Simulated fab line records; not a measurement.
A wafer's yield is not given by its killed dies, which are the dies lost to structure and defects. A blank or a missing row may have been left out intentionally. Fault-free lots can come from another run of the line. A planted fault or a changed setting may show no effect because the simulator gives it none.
fab line records | flow berkeley-cmos170
[record] lots = 14 | wafers = 42 | last-day = 12
route steps=331 shown V1@261
lots untouched by any fault: they come from a run of this same line in which no faults occurred
start-h: the number of hours between the record's first day and the start of the first shown wafer of the lot | wait-h: time in hours since the lot's previous step | " same as the row above | L1.1+2: several wafers, shown together as one row | - either no value or no given start | * or withheld: withheld | < > ~ a bound
route shown NAME@n: NAME is a module with steps in the file, n the number in the route of the first one | usual: the fault-free wafers' mean and standard deviation | same: alike in all rows | chamber/n: place in a boat | sites: the reading at each site | _std_site: standard deviation across them | _edge_site: mean of outer sites minus mean of inner sites | radius-mm: for every site, how far away it sits from the centre of the wafer | mask NAME#n: copy n | behind: the tool/chamber that last shaped the wafer | hold: what put the lot on hold/how long, in hours/how the hold closed | device: transistor that didn't switch, given as n, p or np | end of line: tests of these same wafers at the route's end | where a step has no rows: the recipe by itself | killed: dies lost to structure and defects at the first sort, not the wafer's yield | map: the dies of a wafer, with x for killed, . for not killed, _ for no die there
set.NAME: the setting as run; set.NAME@STEP: as run at that earlier step | model.NAME: the simulator's own value behind a step, which no gauge read
steps of the route over a sample of lots; a table a step, a row a wafer
services: a tool's chamber out of use, with start hour (start-h, from the record's first day; less than 0 if before it), hours out, and reason
[[steps]]
[step UCB170_V1_COAT_07]
[recipe] resist = KrF | spin-rpm = 1500 | resist-thk-nm = 900
lot.wafer  | tool           | chamber | start-h | wait-h
L902.1+4+6 | litho-track-02 | 0       | 184.45  | 0.1
L903.2+4+5 | litho-track-03 | 0       | 198.31  | 0.1
L904.1+5+6 | litho-track-04 | 0       | 199.97  | 0.1
L906.1+4+6 | litho-track-04 | 0       | 213.47  | 0.1
L907.1+3+4 | litho-track-03 | 0       | 213.60  | 0.1
L910.1+4+6 | litho-track-04 | 0       | 222.07  | 0.1
L908.1+2+5 | litho-track-02 | 0       | 223.79  | 0.1
L914.1+5+6 | litho-track-03 | 0       | 258.30  | 0.1
L915.2+3+4 | litho-track-02 | 0       | 258.61  | 0.1
L918.3+4+5 | litho-track-03 | 0       | 267.50  | 0.1
L920.1+4+5 | litho-track-04 | 0       | 267.92  | 0.1
L919.1+2+4 | litho-track-04 | 0       | 269.16  | 0.1
L921.2+4+6 | litho-track-02 | 0       | 285.68  | 0.1
L923.2+5+6 | litho-track-02 | 0       | 286.20  | 0.1
[step UCB170_V1_CD_MEAS_12]
[recipe] target-cd-nm = 700
[usual] cd-nm = 699.9/1.4
lot.wafer | tool      | chamber | start-h | wait-h | cd-nm
L902.1    | cd-sem-01 | -       | 185.74  | -      | 699.4
L902.4    | "         | -       | "       | "      | 700.1
L902.6    | "         | -       | "       | "      | 700.9
L903.2    | cd-sem-02 | -       | 199.12  | -      | 698.3
L903.4    | "         | -       | "       | "      | 698.8
L903.5    | "         | -       | "       | "      | 699.4
L904.1    | cd-sem-01 | -       | 201.03  | -      | 699.5
L904.5    | "         | -       | "       | "      | 699.4
L904.6    | "         | -       | "       | "      | 700.0
L906.1    | cd-sem-01 | -       | 214.18  | -      | 697.1
L906.4    | "         | -       | "       | "      | 698.3
L906.6    | "         | -       | "       | "      | 697.5
L907.1    | cd-sem-02 | -       | 214.45  | -      | 700.6
L907.3    | "         | -       | "       | "      | 699.7
L907.4    | "         | -       | "       | "      | 698.7
L910.1    | cd-sem-01 | -       | 223.09  | -      | 699.8
L910.4    | "         | -       | "       | "      | 702.0
L910.6    | "         | -       | "       | "      | 701.3
L908.1    | cd-sem-01 | -       | 225.17  | -      | 698.3
L908.2    | "         | -       | "       | "      | 700.0
L908.5    | "         | -       | "       | "      | 699.9
L914.1    | cd-sem-01 | -       | 259.11  | -      | 694.3
L914.5    | "         | -       | "       | "      | 693.6
L914.6    | "         | -       | "       | "      | 694.2
L915.2    | cd-sem-02 | -       | 259.96  | -      | 702.1
L915.3    | "         | -       | "       | "      | 701.3
L915.4    | "         | -       | "       | "      | 703.1
L918.3    | cd-sem-01 | -       | 268.48  | -      | 694.9
L918.4    | "         | -       | "       | "      | 693.3
L918.5    | "         | -       | "       | "      | 694.1
L920.1    | cd-sem-01 | -       | 268.71  | -      | 698.2
L920.4    | "         | -       | "       | "      | 698.6
L920.5    | "         | -       | "       | "      | 697.2
L919.1    | cd-sem-01 | -       | 270.54  | -      | 701.1
L919.2    | "         | -       | "       | "      | 701.8
L919.4    | "         | -       | "       | "      | 701.3
L921.2    | cd-sem-01 | -       | 286.49  | -      | 698.8
L921.4    | "         | -       | "       | "      | 698.3
L921.6    | "         | -       | "       | "      | 699.1
L923.2    | cd-sem-01 | -       | 287.12  | -      | 700.6
L923.5    | "         | -       | "       | "      | 701.4
L923.6    | "         | -       | "       | "      | 702.2
[step UCB170_V1_STRIP_15]
[recipe] chemistry = O2 | power-w = 400 | pressure-mtorr = 3500 | platen-temp-c = withheld | o2-flow-sccm = 400 | overash-fraction = 0.5
[usual] chamber-pressure-mTorr = 3500/3.2 | drypump-motor-current-A = 6.2/0.34 | oes-product-au = 0.722/0.0044 | strip-time-to-endpoint-s = 15.36/0.17
lot.wafer | tool            | chamber | start-h | wait-h | chamber-pressure-mTorr | drypump-motor-current-A | oes-product-au | rf-hours-counter-h | strip-time-to-endpoint-s
L902.1    | plasma-asher-02 | 1       | 186.08  | 0.1    | 3501                   | 6.3                     | 0.720          | 44                 | 15.60
L902.4    | "               | 1       | "       | "      | 3505                   | 6.3                     | 0.725          | -                  | 15.24
L902.6    | "               | 1       | "       | "      | 3495                   | 6.3                     | 0.726          | -                  | 15.31
L903.2    | plasma-asher-03 | 0       | 199.43  | 0.1    | 3498                   | 5.9                     | 0.720          | 39                 | 15.27
L903.4    | "               | 0       | "       | "      | 3499                   | 5.9                     | 0.722          | -                  | 15.29
L903.5    | "               | 0       | "       | "      | 3501                   | 5.9                     | 0.723          | -                  | 15.18
L904.1    | plasma-asher-02 | 1       | 201.37  | 0.1    | 3493                   | 6.3                     | 0.723          | 46                 | 15.25
L904.5    | "               | 1       | "       | "      | 3505                   | 6.3                     | 0.726          | -                  | 15.16
L904.6    | "               | 0       | "       | "      | 3508                   | 6.1                     | 0.717          | -                  | 15.29
L906.1    | plasma-asher-02 | 0       | 214.51  | 0.1    | 3500                   | 6.1                     | 0.716          | 47                 | 15.40
L906.4    | "               | 1       | "       | "      | 3496                   | 6.3                     | 0.728          | -                  | 15.48
L906.6    | "               | 1       | "       | "      | 3503                   | 6.3                     | 0.713          | -                  | 15.35
L907.1    | plasma-asher-01 | 1       | 214.79  | 0.1    | 3497                   | 5.7                     | 0.724          | 10                 | 15.28
L907.3    | "               | 1       | "       | "      | 3497                   | 5.7                     | 0.725          | -                  | 15.62
L907.4    | "               | 0       | "       | "      | 3497                   | 6.2                     | 0.720          | -                  | 15.39
L910.1    | plasma-asher-03 | 1       | 223.43  | 0.1    | 3500                   | 6.7                     | 0.725          | 41                 | 15.41
L910.4    | "               | 1       | "       | "      | 3501                   | 6.8                     | 0.726          | -                  | 15.43
L910.6    | "               | 0       | "       | "      | 3500                   | 5.9                     | 0.714          | -                  | 15.34
L908.1    | plasma-asher-02 | 1       | 225.50  | 0.1    | 3502                   | 6.3                     | 0.721          | 48                 | 15.30
L908.2    | "               | 0       | "       | "      | 3502                   | 6.1                     | 0.727          | 48                 | 15.70
L908.5    | "               | 1       | "       | "      | 3502                   | 6.3                     | 0.719          | -                  | 15.30
L914.1    | plasma-asher-03 | 0       | 259.45  | 0.1    | 3502                   | 5.9                     | 0.722          | 46                 | 19.26
L914.5    | "               | 0       | "       | "      | 3495                   | 5.9                     | 0.725          | -                  | 19.25
L914.6    | "               | 1       | "       | "      | 3497                   | 6.7                     | 0.731          | -                  | 19.12
L915.2    | plasma-asher-03 | 0       | 260.27  | 0.1    | 3502                   | 5.9                     | 0.723          | 46                 | 15.22
L915.3    | "               | 1       | "       | "      | 3502                   | 6.8                     | 0.723          | -                  | 15.61
L915.4    | "               | 0       | "       | "      | 3498                   | 5.9                     | 0.728          | -                  | 15.56
L918.3    | plasma-asher-02 | 1       | 268.81  | 0.1    | 3501                   | 6.3                     | 0.724          | -                  | 19.30
L918.4    | "               | 0       | "       | "      | 3505                   | 6.1                     | 0.725          | -                  | 19.08
L918.5    | "               | 0       | "       | "      | 3498                   | 6.1                     | 0.720          | -                  | 19.35
L920.1    | plasma-asher-02 | 1       | 269.05  | 0.1    | 3492                   | 6.3                     | 0.726          | 53                 | 15.68
L920.4    | "               | 0       | "       | "      | 3503                   | 6.1                     | 0.726          | -                  | 15.18
L920.5    | "               | 0       | "       | "      | 3497                   | 6.1                     | 0.718          | -                  | 15.59
L919.1    | plasma-asher-01 | 1       | 270.88  | 0.1    | 3501                   | 5.6                     | 0.720          | 17                 | 15.25
L919.2    | "               | 0       | "       | "      | 3493                   | 6.3                     | 0.723          | 17                 | 15.28
L919.4    | "               | 1       | "       | "      | 3498                   | 5.7                     | 0.730          | -                  | 15.28
L921.2    | plasma-asher-03 | 1       | 286.80  | 0.1    | 3499                   | 6.7                     | 0.729          | 49                 | 15.57
L921.4    | "               | 0       | "       | "      | 3499                   | 5.9                     | 0.729          | -                  | 15.21
L921.6    | "               | 1       | "       | "      | 3502                   | 6.8                     | 0.722          | -                  | 15.40
L923.2    | plasma-asher-02 | 0       | 287.43  | 0.1    | 3498                   | 6.1                     | 0.729          | 55                 | 15.35
L923.5    | "               | 0       | "       | "      | 3501                   | 6.1                     | 0.726          | -                  | 15.39
L923.6    | "               | 1       | "       | "      | 3494                   | 6.3                     | 0.713          | -                  | 15.31
[[services]]
tool            | chamber | start-h | hours | kind
plasma-asher-03 | -       | 200.49  | 3.8   | repair
plasma-asher-01 | -       | 206.34  | 3.1   | repair
[[key]]
[first-sign] step = UCB170_V1_CD_MEAS_12 | reading = cd-nm | direction = down | sigmas = 4.1 | usual = 699.9 | struck = 694.1 | through = control-loop
[effect] step = UCB170_V1_STRIP_15 | reading = strip-time-to-endpoint-s | direction = up | sigmas = 23 | usual = * | struck = * | through = *
met-at UCB170_V1_COAT_07
struck-lots L914,L918
[loop-trim] step = UCB170_V1_EXPOSE_09 | setting = dose | lots = L918
onset-between 213.60 258.30
[fault] kind = process-parameter-drift | tool = litho-track-03 | chamber = - | onset-h = 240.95 | steps = UCB170_V1_COAT_07 | channel = resist-thk-nm | offset = * | shape = step | end-h = 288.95 | acts-in = * | stated = *
// loop-trim: a control loop set the setting to another value than it would have without faults
